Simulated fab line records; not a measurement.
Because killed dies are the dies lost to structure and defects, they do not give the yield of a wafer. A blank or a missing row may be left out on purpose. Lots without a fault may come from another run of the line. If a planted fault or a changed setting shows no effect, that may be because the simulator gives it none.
A lot that was struck, set against a sound lot	flow ritCmos	14 out of 202 route steps
Sound: these wafers, L277.2, L277.5, L277.6. Wafers L290.2, L290.4, L290.6 were the ones struck. Last of all comes the cause.
Per side, at each step with rows, come the tool, then ch with its chambers, and then its first start. Under that, the readings that differ: sound wafers	struck wafers	difference of the means	sigmas: that difference in standard deviations of wafers without a fault.
alike: readings with means less than 2 such deviations apart, plus words and numbers identical on both sides. not compared: withheld readings, readings lacking a value on some wafer, bounds such as >300 that could conceal the same value, and numbers that have no deviation in the record and whose values overlap.
A row with sigmas, a row that says differs or no value, or rows on one side alone: a step with any of these is where the two part. Numbers that have no deviation but don't overlap get no sigmas and don't part them. A reading missing from all wafers of one side parts the sides only when that side holds two or more wafers.

RIT_CONTACT_CVD_00: deposits SiO2 from TEOS, target thk 400 nm, time 61 s.
  sound on pecvd-03 ch 0,2, day 3 22:31; struck on pecvd-02 ch 0,1,2, day 6 19:34
  alike: heaterPowerW
RIT_CONTACT_THK_MEAS_01:
  struck on filmMetro-03, day 6 19:37; sound on filmMetro-01, day 3 22:34
  alike: CONTACT_TEOS_THK
then, 6 steps without rows for these wafers: RIT_CONTACT_HMDS_02 (prime time 60 s); RIT_CONTACT_COAT_03 (resist thk 1000 nm); RIT_CONTACT_SOFTBAKE_04 (time 60 s); RIT_CONTACT_EXPOSE_05 (exposes mask M11, target cd 1000 nm); RIT_CONTACT_PEB_06; RIT_CONTACT_DEVELOP_07 (develop time 121.9 s).
RIT_CONTACT_CD_MEAS_08 targets a cd of 1000 nm.
  struck on cdSem-01, day 6 20:58; sound on cdSem-01, day 3 23:44
  alike: cdNm
RIT_CONTACT_OVL_MEAS_09:
  struck on overlay-02, day 6 21:04; sound on overlay-01, day 3 23:51
reading	sound	struck	difference	sigmas
CONTACT_OVL (nm)	-1.8 -2.8 -0.2	1.0 3.8 2.0	+3.9	+3
then, 1 step without rows for these wafers: RIT_CONTACT_HARDBAKE_10 (time 60 s).
RIT_CONTACT_ETCH_11: etches SiO2 in CHF3/CF4/Ar, stops on TiSi2, target depth 480 nm, time 320 s.
  sound on rieDiel-03 ch 0,2, day 4 00:02; struck on rieDiel-04 ch 1,2,3, day 6 21:15
  alike: drypumpMotorCurrentA, oesProductAu, throttleValvePct
  not compared: rfHoursCounterH
RIT_CONTACT_STRIP_12: strips in O2, time 180 s.
  sound on plasmaAsher-03 ch 0,1, day 4 00:19; struck on plasmaAsher-03 ch 0,1, day 6 21:26
  no value came back on the struck wafers for chamberPressureMTorr (mTorr), drypumpMotorCurrentA (A); on the sound wafers chamberPressureMTorr (mTorr) reads 3994 3996 4005
reading	sound	struck	difference	sigmas
model.NOVOLAK_of_CONTACT_COAT_03.thkNm (nm)	0 0 0	768.4 766.4 770.6	+768.5	
  not compared: rfHoursCounterH
RIT_CONTACT_CD_MEAS_90 targets a cd of 1000 nm.
  struck on cdSem-02, day 6 21:38; sound on cdSem-02, day 4 00:31
  alike: cdNm

== WHERE THEY PART ==
Last at RIT_CONTACT_STRIP_12 as far as this record goes, first at RIT_CONTACT_OVL_MEAS_09. Later steps at which nothing parts them and some readings are alike: RIT_CONTACT_CD_MEAS_90.

WHY: what had been put in by the simulator
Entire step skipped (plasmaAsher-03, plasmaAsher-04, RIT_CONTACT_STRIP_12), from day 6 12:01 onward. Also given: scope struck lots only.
